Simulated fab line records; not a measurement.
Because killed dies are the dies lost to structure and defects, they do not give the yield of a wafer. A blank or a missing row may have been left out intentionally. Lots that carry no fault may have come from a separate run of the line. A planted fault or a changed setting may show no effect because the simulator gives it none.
Tool commonality check + flow rit-cmos + 45 wafers sampled across 15 lots

REASON IT WAS OPENED
RIT_PWELL_OVL_MEAS_06, reading PWELL_OVL: flagged on 3 of 15 lots. Fault-free wafers read 0.5 nm, with a standard deviation of 1.4.
Rule: a lot is flagged when every wafer of it that has a number lies more than 4 standard deviations from that mean, or none has a number. All remaining lots are regarded as sound.

| lot  | measured    | on         | PWELL_OVL (nm), wafer by wafer | flag    |
|------|-------------|------------|--------------------------------|---------|
| L245 | day 1 23:08 | overlay-02 | -0.3 -0.7 -1.8                 |         |
| L246 | day 2 03:12 | overlay-02 | 1.0 -0.7 -1.4                  |         |
| L247 | day 2 07:49 | overlay-02 | -0.4 -2.2 -0.1                 |         |
| L249 | day 2 18:44 | overlay-02 | 2.4 1.8 2.2                    |         |
| L250 | day 3 00:55 | overlay-02 | 0.9 -1.0 1.6                   |         |
| L253 | day 3 14:02 | overlay-02 | 0.9 -0.6 -0.2                  |         |
| L254 | day 3 19:02 | overlay-02 | -0.8 -0.6 -1.6                 |         |
| L255 | day 4 01:31 | overlay-02 | 0.6 0.9 1.5                    |         |
| L256 | day 4 04:45 | overlay-02 | 0.2 0.7 0.8                    |         |
| L257 | day 4 10:50 | overlay-01 | -1.2 -0.7 0.0                  |         |
| L258 | day 4 15:38 | overlay-02 | -0.2 2.2 0.8                   |         |
| L259 | day 4 20:40 | overlay-02 | 1.2 0.2 0.8                    |         |
| L261 | day 5 06:36 | overlay-01 | 361.3 364.1 362.6              | FLAGGED |
| L265 | day 6 03:44 | overlay-01 | 360.7 363.4 360.6              | FLAGGED |
| L266 | day 6 08:13 | overlay-01 | 361.9 360.8 364.5              | FLAGGED |
Flagged lots average 362.2 nm: +361.7 nm relative to the usual, that is +99 or more standard deviations.

WHICH TOOL EACH LOT WENT THROUGH
The record holds 1 process step before the reading, out of a route of 202 steps. Cell contents, in order: the tool; ch with the chambers the sampled wafers went through; the start.
| lot  | flag    | RIT_PWELL_EXPOSE_03                |
|------|---------|------------------------------------|
| L245 |         | iline-stepper-02 ch 0, day 1 22:44 |
| L246 |         | iline-stepper-01 ch 0, day 2 02:47 |
| L247 |         | iline-stepper-01 ch 0, day 2 07:23 |
| L249 |         | iline-stepper-02 ch 0, day 2 18:21 |
| L250 |         | iline-stepper-01 ch 0, day 3 00:30 |
| L253 |         | iline-stepper-02 ch 0, day 3 13:36 |
| L254 |         | iline-stepper-02 ch 0, day 3 18:37 |
| L255 |         | iline-stepper-01 ch 0, day 4 01:05 |
| L256 |         | iline-stepper-01 ch 0, day 4 04:19 |
| L257 |         | iline-stepper-01 ch 0, day 4 10:25 |
| L258 |         | iline-stepper-02 ch 0, day 4 15:13 |
| L259 |         | iline-stepper-02 ch 0, day 4 20:14 |
| L261 | FLAGGED | iline-stepper-02 ch 0, day 5 06:11 |
| L265 | FLAGGED | iline-stepper-02 ch 0, day 6 03:18 |
| L266 | FLAGGED | iline-stepper-02 ch 0, day 6 07:48 |
These steps, and what they do:
- RIT_PWELL_EXPOSE_03: exposes mask M3, target cd 43700 nm.
- RIT_PWELL_OVL_MEAS_06

FLAGGED AGAINST TOTAL, ONE TOOL AT A TIME (gauges that did the reading follow at the end)
| step                  | tool             | lots run | flagged | share of the flagged lots | sound lots run after its first flagged lot |
|-----------------------|------------------|----------|---------|---------------------------|--------------------------------------------|
| RIT_PWELL_EXPOSE_03   | iline-stepper-01 | 6        | 0       | none                      | -                                          |
| RIT_PWELL_EXPOSE_03   | iline-stepper-02 | 9        | 3       | all                       | 0                                          |
| RIT_PWELL_OVL_MEAS_06 | overlay-01       | 4        | 3       | all                       | 0                                          |
| RIT_PWELL_OVL_MEAS_06 | overlay-02       | 11       | 0       | none                      | -                                          |

WHAT IS ALLOWED BY THE TABLE
Every flagged lot went through 2 rows of the table: iline-stepper-02 at RIT_PWELL_EXPOSE_03 and overlay-01 at RIT_PWELL_OVL_MEAS_06.
- iline-stepper-02 at RIT_PWELL_EXPOSE_03 ran 9 lots, 3 of them flagged. Last sound lot L259 at day 4 20:14, first flagged lot L261 at day 5 06:11; a fault beginning in between fits.
- overlay-01 at RIT_PWELL_OVL_MEAS_06 ran 4 lots, 3 of them flagged. Last sound lot L257 at day 4 10:50, first flagged lot L261 at day 5 06:36; a fault beginning in between fits.
These 2 tools cannot be told apart by counting lots, since each of them fits a fault that started at some hour. More lots, or a look at what each step does to the wafer, might.

WHAT THE SIMULATOR PUT IN
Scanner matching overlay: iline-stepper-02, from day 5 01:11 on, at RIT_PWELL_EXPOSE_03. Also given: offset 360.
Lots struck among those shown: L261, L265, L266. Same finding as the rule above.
